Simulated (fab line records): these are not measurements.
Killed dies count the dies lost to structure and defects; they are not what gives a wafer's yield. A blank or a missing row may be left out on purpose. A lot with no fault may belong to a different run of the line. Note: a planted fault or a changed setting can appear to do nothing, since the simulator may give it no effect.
Which tool was responsible? | flow berkeley_cmos170 | Sampling: 7 lots, 21 wafers, 3 of 331 route steps

## WHAT THE GAUGES READ, wafer by wafer
UCB170_M1_CD_MEAS_90: target cd 700 nm.
lot  | measured     | on        | cd_nm (nm)
L555 | day 6 22:26  | cd_sem-01 | 700.9 700.9 698.9
L559 | day 7 20:16  | cd_sem-02 | 700.4 699.8 702.4
L561 | day 7 21:50  | cd_sem-02 | 702.8 702.2 700.8
L564 | day 8 20:15  | cd_sem-01 | 702.8 703.4 700.0
L571 | day 10 19:49 | cd_sem-02 | 702.1 702.7 701.9
L573 | day 10 20:25 | cd_sem-02 | 690.2 689.3 691.4
L577 | day 12 06:40 | cd_sem-01 | 697.7 699.6 698.8

## EACH LOT AND THE TOOL THAT RAN IT (in order: tool; ch and the chambers of the sampled wafers; start)
lot  | UCB170_M1_METAL_ETCH_12           | UCB170_M1_STRIP_13
L555 | rie_metal-02 ch 0,1, day 6 22:11  | plasma_asher-04 ch 0,1, day 6 22:19
L559 | rie_metal-02 ch 0,1, day 7 20:02  | plasma_asher-01 ch 0,1, day 7 20:10
L561 | rie_metal-02 ch 0,1, day 7 21:37  | plasma_asher-02 ch 0,1, day 7 21:44
L564 | rie_metal-04 ch 0,1, day 8 20:00  | plasma_asher-01 ch 0,1, day 8 20:07
L571 | rie_metal-01 ch 0,1, day 10 19:35 | plasma_asher-04 ch 0,1, day 10 19:43
L573 | rie_metal-02 ch 0,1, day 10 20:11 | plasma_asher-01 ch 0,1, day 10 20:18
L577 | rie_metal-04 ch 0,1, day 12 06:26 | plasma_asher-01 ch 0,1, day 12 06:34
- UCB170_M1_METAL_ETCH_12: etches Al in Cl2/BCl3, stops on PSG, target depth 780 nm, time 130 s.
- UCB170_M1_STRIP_13: strips in O2.

## THE ANSWER, worked out from the rows above alone
Rule: the usual values come from the lots themselves. Put in order of their means at a reading, lots are off if they are a third of the lots or fewer, leave a main group of 4 or more, and stand apart from it by a gap of 3 or more times the standard deviation of the main group's means; of several such gaps the widest counts. A main group whose means are all the same, to the digits that the tables above print for the reading, isn't used. A lot without any number at a reading at which 4 lots or more have one is off too. The other lots that the step has rows for count as sound.
Off at UCB170_M1_CD_MEAS_90 (cd_nm): L573. The main group has a mean of 701.0 nm with a standard deviation of 1.3.
A tool fits if, at a process step before that reading, it ran every lot that is off, and no sound lot after the first of them. The gauges at UCB170_M1_CD_MEAS_90 are tried like those tools. This does not decide it: 2 tools fit, namely rie_metal-02 at UCB170_M1_METAL_ETCH_12 and cd_sem-02 at UCB170_M1_CD_MEAS_90.

## WHAT THE SIMULATOR PUT IN
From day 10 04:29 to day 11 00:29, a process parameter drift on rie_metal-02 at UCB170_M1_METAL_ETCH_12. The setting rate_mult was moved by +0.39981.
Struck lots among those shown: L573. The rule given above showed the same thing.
